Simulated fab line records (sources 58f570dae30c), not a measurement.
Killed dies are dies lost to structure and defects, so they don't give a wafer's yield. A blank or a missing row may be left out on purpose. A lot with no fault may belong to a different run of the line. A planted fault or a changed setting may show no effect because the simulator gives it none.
fab line records	flow berkeleyCmos170
record lots=5	wafers=15	lastDay=11
route steps=331 shown FIELD@95 SACOX@97 SCREENOX@100 NVT@104
lots that met no fault: from a run of the same line without faults
startH: the number of hours between the record's first day and the start of the first shown wafer of the lot	waitH: hours elapsed since this lot's preceding step	" same as the row above	L1.1+2: several wafers, shown together as one row	- no value, or no start given	* or withheld: withheld	< > ~ a bound
route shown NAME@n: a module of which the file shows steps, and the number in the route of the first	usual: mean/standard deviation taken from wafers without a fault	same: alike in all rows	chamber/n: place in a boat	sites: readings site by site	_std_site: their standard deviation	_edge_site: the outer-site mean with the inner-site mean subtracted	radiusMm: how far each site lies from the wafer's centre	mask NAME#n: copy n	behind: tool/chamber where the wafer was last shaped	hold: the reason the lot was held/the length of the hold in hours/how it ended	device: the n, p or np transistor that did not switch	end of line: tests run on the same wafers once the route is complete	for a step that has no rows: nothing shown but its recipe	killed: dies that structure and defects cost at the first sort, which is not the same as the wafer's yield	map: a wafer's dies, x killed, . not, _ none there
set.NAME: the setting the step ran with; set.NAME@STEP: the setting that earlier step ran with	model.NAME: the simulator's own value behind a step, which no gauge read
certain route steps with their lots: each step a table, each wafer a row
services: a tool's chamber out of use, with start hour (startH, from the record's first day; less than 0 if before it), hours out, and reason
## steps
# step UCB170_FIELD_WET_ETCH_06
# recipe chemistry=BOE	dilution=5:1	target=SiO2	tempC=25	timeS=22
# step UCB170_FIELD_THK_MEAS_90
# recipe reads=SiO2_of_FIELD_OXIDATION_01
# usual FIELD_OXIDE_LEFT_1_THK=439/8.6
lot.wafer	tool	chamber	startH	waitH	FIELD_OXIDE_LEFT_1_THK[nm]
L267.3	filmMetro-04	-	100.83	0.0	451
L267.5	"	-	"	"	455
L267.6	"	-	"	"	458
L268.2	filmMetro-02	-	109.76	0.0	429
L268.4	"	-	"	"	433
L268.6	"	-	"	"	435
L275.2	filmMetro-04	-	151.24	0.0	438
L275.3	"	-	"	"	442
L275.5	"	-	"	"	433
L285.1	filmMetro-03	-	196.42	0.0	446
L285.3	"	-	"	"	446
L285.5	"	-	"	"	445
L286.1	filmMetro-03	-	208.77	0.0	435
L286.3	"	-	"	"	437
L286.6	"	-	"	"	450
# step UCB170_SACOX_CLEAN_00
# recipe chemistry=dHF	dilution=25:1	timeS=7.5
# step UCB170_SACOX_OXIDATION_01
# recipe tempC=900	ambient=O2	targetThkA=144	oxTimeS=2400
# step UCB170_SACOX_THK_MEAS_02
# recipe reads=SiO2_of_SACOX_OXIDATION_01
# usual SACOX_OXIDE_THK=14.34/0.18
lot.wafer	tool	chamber	startH	waitH	SACOX_OXIDE_THK[nm]
L267.3	filmMetro-02	-	104.17	0.0	14.10
L267.5	"	-	"	"	14.32
L267.6	"	-	"	"	14.12
L268.2	filmMetro-02	-	114.60	0.0	14.26
L268.4	"	-	"	"	14.52
L268.6	"	-	"	"	14.38
L275.2	filmMetro-02	-	155.37	0.0	14.27
L275.3	"	-	"	"	14.08
L275.5	"	-	"	"	14.13
L285.1	filmMetro-02	-	201.54	0.0	14.02
L285.3	"	-	"	"	14.09
L285.5	"	-	"	"	14.37
L286.1	filmMetro-01	-	212.38	0.0	14.78
L286.3	"	-	"	"	14.51
L286.6	"	-	"	"	14.64
# step UCB170_SCREENOX_WET_ETCH_00
# recipe chemistry=dHF	dilution=25:1	target=SiO2	tempC=25	timeS=200
# step UCB170_SCREENOX_OXIDATION_01
# recipe tempC=900	ambient=O2	targetThkA=144	oxTimeS=2400
# step UCB170_SCREENOX_THK_MEAS_02
# recipe reads=SiO2_of_SCREENOX_OXIDATION_01
# usual SCREENOX_OXIDE_THK=14.38/0.28
lot.wafer	tool	chamber	startH	waitH	SCREENOX_OXIDE_THK[nm]
L267.3	filmMetro-01	-	106.55	0.0	14.17
L267.5	"	-	"	"	14.20
L267.6	"	-	"	"	14.03
L268.2	filmMetro-04	-	120.20	0.0	13.96
L268.4	"	-	"	"	14.02
L268.6	"	-	"	"	13.96
L275.2	filmMetro-01	-	161.79	0.1	14.40
L275.3	"	-	"	"	14.28
L275.5	"	-	"	"	14.27
L285.1	filmMetro-04	-	205.96	0.0	14.29
L285.3	"	-	"	"	14.02
L285.5	"	-	"	"	14.27
L286.1	filmMetro-01	-	217.05	0.0	14.50
L286.3	"	-	"	"	14.43
L286.6	"	-	"	"	14.26
# step UCB170_SCREENOX_ANNEAL_03
# recipe tempC=900	timeS=900	ambient=N2
# step UCB170_NVT_HMDS_00
# recipe primeTimeS=60	primeTempC=100
# step UCB170_NVT_COAT_01
# recipe resist=KrF	spinRpm=1500	resistThkNm=900
# step UCB170_NVT_SOFTBAKE_02
# recipe resist=KrF	tempC=130	timeS=60
# step UCB170_NVT_EXPOSE_03
# recipe maskId=PWELL	targetCdNm=3000	na=0.5	sigmaOuter=0.6	sourceShape=conventional	doseMj=30
lot.wafer	tool	chamber	startH	waitH	mask
L267.3+5+6	krfScanner-02	0	111.11	0.3	PWELL#0
L268.2+4+6	krfScanner-01	0	125.01	0.1	PWELL#0
L275.2+3+5	krfScanner-02	0	169.15	0.4	PFIELD#0
L285.1+3+5	krfScanner-01	0	211.40	0.4	PWELL#0
L286.1+3+6	krfScanner-01	0	220.52	0.2	PWELL#0
# step UCB170_NVT_PEB_04
# recipe pebTempC=130	pebTimeS=withheld	resist=KrF
# step UCB170_NVT_DEVELOP_05
# recipe developer=TMAH	developTimeS=45	resist=KrF	devTempC=21
# step UCB170_NVT_OVL_MEAS_06
# usual NVT_OVL=1/6.5
lot.wafer	tool	chamber	startH	waitH	NVT_OVL[nm]
L267.3	overlay-02	-	111.85	-	-3
L267.5	"	-	"	"	0
L267.6	"	-	"	"	-2
L268.2	overlay-02	-	125.73	-	-4
L268.4	"	-	"	"	4
L268.6	"	-	"	"	-6
L275.2	overlay-02	-	169.53	-	-
L275.3	"	-	"	"	-
L275.5	"	-	"	"	-
L285.1	overlay-02	-	211.95	-	1
L285.3	"	-	"	"	-2
L285.5	"	-	"	"	-10
L286.1	overlay-02	-	221.12	-	7
L286.3	"	-	"	"	11
L286.6	"	-	"	"	9
# step UCB170_NVT_IMPLANT_07
# recipe species=BF2	doseCm2=3e+12	energyKev=50	tiltDeg=7
# step UCB170_NVT_STRIP_08
# recipe chemistry=O2	powerW=400	pressureMtorr=3500	platenTempC=withheld	o2FlowSccm=400	overashFraction=0.5
# usual chamberPressureMTorr=3500.0/3	drypumpMotorCurrentA=5.6/0.5	oesProductAu=0.735/0.0047	stripTimeToEndpointS=21.64/0.055
lot.wafer	tool	chamber	startH	waitH	chamberPressureMTorr	drypumpMotorCurrentA	oesProductAu	rfHoursCounterH	stripTimeToEndpointS
L267.3	plasmaAsher-02	1	112.06	0.1	3503.9	6.1	0.732	-	21.66
L267.5	"	1	"	"	3499.1	6.1	0.736	-	21.59
L267.6	"	0	"	"	3505.1	6.1	0.735	-	21.72
L268.2	plasmaAsher-02	0	125.91	0.1	3497.9	6.1	0.734	33	21.62
L268.4	"	0	"	"	3500.9	6.0	0.739	-	21.60
L268.6	"	1	"	"	3497.0	6.1	0.746	-	21.61
L275.2	plasmaAsher-01	1	169.71	0.1	3502.6	5.6	0.732	52	21.64
L275.3	"	0	"	"	3492.9	5.0	0.742	-	21.65
L275.5	"	1	"	"	3499.0	5.6	0.734	-	21.61
L285.1	plasmaAsher-03	1	212.13	0.1	3493.7	4.9	0.736	8	21.58
L285.3	"	1	"	"	3501.4	4.9	0.730	-	21.59
L285.5	"	0	"	"	3504.9	6.1	0.732	-	21.54
L286.1	plasmaAsher-01	1	221.31	0.1	3500.8	5.5	0.732	57	21.65
L286.3	"	0	"	"	3498.5	4.9	0.736	-	21.68
L286.6	"	1	"	"	3501.6	5.5	0.731	-	21.68
# step UCB170_NVT_TW_MEAS_09
# usual NVT_TW=519/4.2
lot.wafer	tool	chamber	startH	waitH	NVT_TW
L267.3	filmMetro-04	-	112.14	0.1	519
L267.5	"	-	"	"	521
L267.6	"	-	"	"	522
L268.2	filmMetro-03	-	126.02	0.1	523
L268.4	"	-	"	"	517
L268.6	"	-	"	"	521
L275.2	filmMetro-03	-	169.82	0.1	30
L275.3	"	-	"	"	30
L275.5	"	-	"	"	30
L285.1	filmMetro-01	-	212.23	0.1	514
L285.3	"	-	"	"	513
L285.5	"	-	"	"	512
L286.1	filmMetro-01	-	221.41	0.1	515
L286.3	"	-	"	"	516
L286.6	"	-	"	"	515
# step UCB170_NVT_CLEAN_10
# recipe chemistry=SPM	tempC=120	timeS=600
## services
tool	chamber	startH	hours	kind
plasmaAsher-03	-	108.75	9.0	pm
plasmaAsher-03	0	108.75	9.0	ventCycle
plasmaAsher-03	1	108.75	9.0	ventCycle
krfScanner-01	-	117.34	1.3	pm
plasmaAsher-03	0	117.75	-	clean
plasmaAsher-03	1	117.75	-	clean
plasmaAsher-03	-	126.91	15.6	pm
krfScanner-02	-	128.44	5.9	repair
krfScanner-02	-	154.96	1.0	pm
plasmaAsher-02	-	157.02	1.9	repair
plasmaAsher-02	-	157.98	4.2	repair
krfScanner-01	-	174.40	3.4	repair
krfScanner-02	-	182.44	1.3	pm
plasmaAsher-02	-	199.51	5.9	repair
krfScanner-01	-	218.90	1.0	pm
## key
firstSign step=UCB170_NVT_EXPOSE_03	reading=mask	direction=changed
effect step=UCB170_NVT_OVL_MEAS_06	reading=NVT_OVL	direction=missing
effect step=UCB170_NVT_TW_MEAS_09	reading=NVT_TW	direction=down	sigmas=99+	usual=519	struck=30
metAt UCB170_NVT_EXPOSE_03
struckWafers L275.2,L275.3,L275.5
sortLeftOut L275.2,L275.3,L275.5
testerLeftOut L275
onsetBetween 111.11 169.15
fault kind=wrongMask	tool=any	chamber=-	onsetH=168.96	steps=UCB170_NVT_EXPOSE_03	auxCopy=PFIELD#0	scope=struckLotsOnly
# testerLeftOut: of these lots the tester's yield and bins aren't shown, on N5 and GAA mostly nor the transistor test; their killed dies are dies lost to structure and defects alone, not to doping, threshold or leakage, so they don't give the yield
# sortLeftOut: the simulated sort isn't trusted on such a fault, so these wafers' sort isn't shown, and their yield isn't known
